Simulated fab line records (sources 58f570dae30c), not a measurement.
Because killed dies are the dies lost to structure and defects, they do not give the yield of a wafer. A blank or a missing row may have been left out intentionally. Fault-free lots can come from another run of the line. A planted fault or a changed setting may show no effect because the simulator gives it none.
What tool caused it?	flow berkeley_cmos170	Sampling: 15 lots, 45 wafers, 3 of 331 route steps

WHAT THE GAUGES READ, wafer by wafer
UCB170_NLDD_TW_MEAS_11.
lot	measured	on	NLDD_TW
L563	day 7 08:33	film_metro-04	2223 2230 2230
L566	day 7 13:52	film_metro-02	2200 2208 2201
L569	day 8 08:23	film_metro-03	2202 2207 2211
L567	day 8 09:05	film_metro-02	2194 2185 2202
L568	day 8 09:36	film_metro-03	2032 2047 2038
L570	day 8 20:20	film_metro-02	2195 2195 2199
L574	day 8 22:56	film_metro-04	2225 2233 2241
L573	day 8 23:13	film_metro-02	2019 2036 2027
L572	day 9 00:31	film_metro-03	2019 2024 2033
L577	day 10 05:34	film_metro-02	2206 2202 2197
L579	day 10 19:07	film_metro-04	2215 2220 2213
L580	day 10 19:53	film_metro-02	2197 2201 2207
L582	day 11 10:02	film_metro-03	2206 2223 2211
L583	day 11 10:19	film_metro-02	2203 2199 2200
L586	day 12 13:10	film_metro-03	2217 2201 2211

UCB170_SDANNEAL_RS_MEAS_05: measures by four-point-probe.
lot	measured	on	NLDD_RS (ohm/sq)
L563	day 7 19:22	film_metro-02	616.5 618.1 617.5
L566	day 8 00:45	film_metro-04	617.3 617.8 617.4
L569	day 8 23:17	film_metro-03	615.9 616.6 616.7
L567	day 8 23:53	film_metro-02	617.7 616.7 616.1
L568	day 9 00:20	film_metro-02	751.0 754.2 755.6
L570	day 9 10:31	film_metro-03	618.0 617.8 618.5
L574	day 9 10:50	film_metro-04	615.2 615.3 615.7
L573	day 9 11:07	film_metro-02	754.2 749.7 751.5
L572	day 9 11:23	film_metro-04	749.7 747.0 747.3
L577	day 10 17:32	film_metro-02	619.5 617.7 619.1
L579	day 11 07:27	film_metro-03	616.9 615.0 616.5
L580	day 11 07:37	film_metro-04	616.0 614.5 615.0
L582	day 11 21:51	film_metro-04	615.4 615.7 615.6
L583	day 11 22:17	film_metro-02	614.9 615.8 616.1
L586	day 13 00:33	film_metro-03	618.9 619.2 617.7

WHICH TOOL RAN EACH LOT (tool, then ch and the chambers of the sampled wafers, then the start)
lot	UCB170_NLDD_IMPLANT_09
L563	implanter-04 ch 0, day 7 08:19
L566	implanter-03 ch 0, day 7 13:38
L569	implanter-03 ch 0, day 8 08:10
L567	implanter-01 ch 0, day 8 08:52
L568	implanter-03 ch 0, day 8 09:21
L570	implanter-04 ch 0, day 8 20:05
L574	implanter-01 ch 0, day 8 22:43
L573	implanter-03 ch 0, day 8 22:59
L572	implanter-03 ch 0, day 9 00:16
L577	implanter-04 ch 0, day 10 05:19
L579	implanter-04 ch 0, day 10 18:52
L580	implanter-01 ch 0, day 10 19:38
L582	implanter-03 ch 0, day 11 09:48
L583	implanter-04 ch 0, day 11 10:06
L586	implanter-03 ch 0, day 12 12:55
- UCB170_NLDD_IMPLANT_09

WHAT THE TOOLS THEMSELVES READ (means of the sampled wafers that have a number; where no wafer has one, the mark that the record gives instead)
UCB170_NLDD_IMPLANT_09.
lot	tool	dose_ions_cm2	faraday_current_uA
L563	implanter-04	5e+13	157.1
L566	implanter-03	5e+13	162.0
L569	implanter-03	5e+13	159.7
L567	implanter-01	5e+13	158.8
L568	implanter-03	2e+13	77.8
L570	implanter-04	5e+13	161.1
L574	implanter-01	5e+13	160.3
L573	implanter-03	2e+13	77.0
L572	implanter-03	2e+13	77.4
L577	implanter-04	5e+13	159.8
L579	implanter-04	5e+13	158.9
L580	implanter-01	5e+13	159.7
L582	implanter-03	5e+13	159.9
L583	implanter-04	5e+13	159.6
L586	implanter-03	5e+13	156.2

THE ANSWER, worked out from the rows above alone
Rule: the lots themselves supply what counts as usual. Put in order of their means at a reading, lots are off if they are a third of the lots or fewer, leave a main group of 4 or more, and stand apart from it by a gap of 3 or more times the standard deviation of the main group's means; of several such gaps the widest counts. Not used: any main group whose means are identical at the precision the tables above print for the reading. Also off: a lot with no number at a reading for which 4 or more lots have one. Any other lot the step has rows for is counted as sound. After the gauges, taken in route order, come the tools' own readings; for these a lot's mean is taken, as printed above. At the first step where some lot is off, the reading lying furthest off is the one used; lots without a number count as furthest.
Off: at UCB170_NLDD_TW_MEAS_11 (NLDD_TW), L568, L573, L572. Main group: mean 2209, sd 12.
A tool fits if, at a process step before that reading, it ran every lot that is off, and no sound lot after the first of them. The gauges at UCB170_NLDD_TW_MEAS_11 aren't tried: what is off there is off at UCB170_NLDD_IMPLANT_09 too, on other tools, and a gauge's error can't cause that. No candidate that was tried fits.

WHAT THE SIMULATOR HAD PUT IN
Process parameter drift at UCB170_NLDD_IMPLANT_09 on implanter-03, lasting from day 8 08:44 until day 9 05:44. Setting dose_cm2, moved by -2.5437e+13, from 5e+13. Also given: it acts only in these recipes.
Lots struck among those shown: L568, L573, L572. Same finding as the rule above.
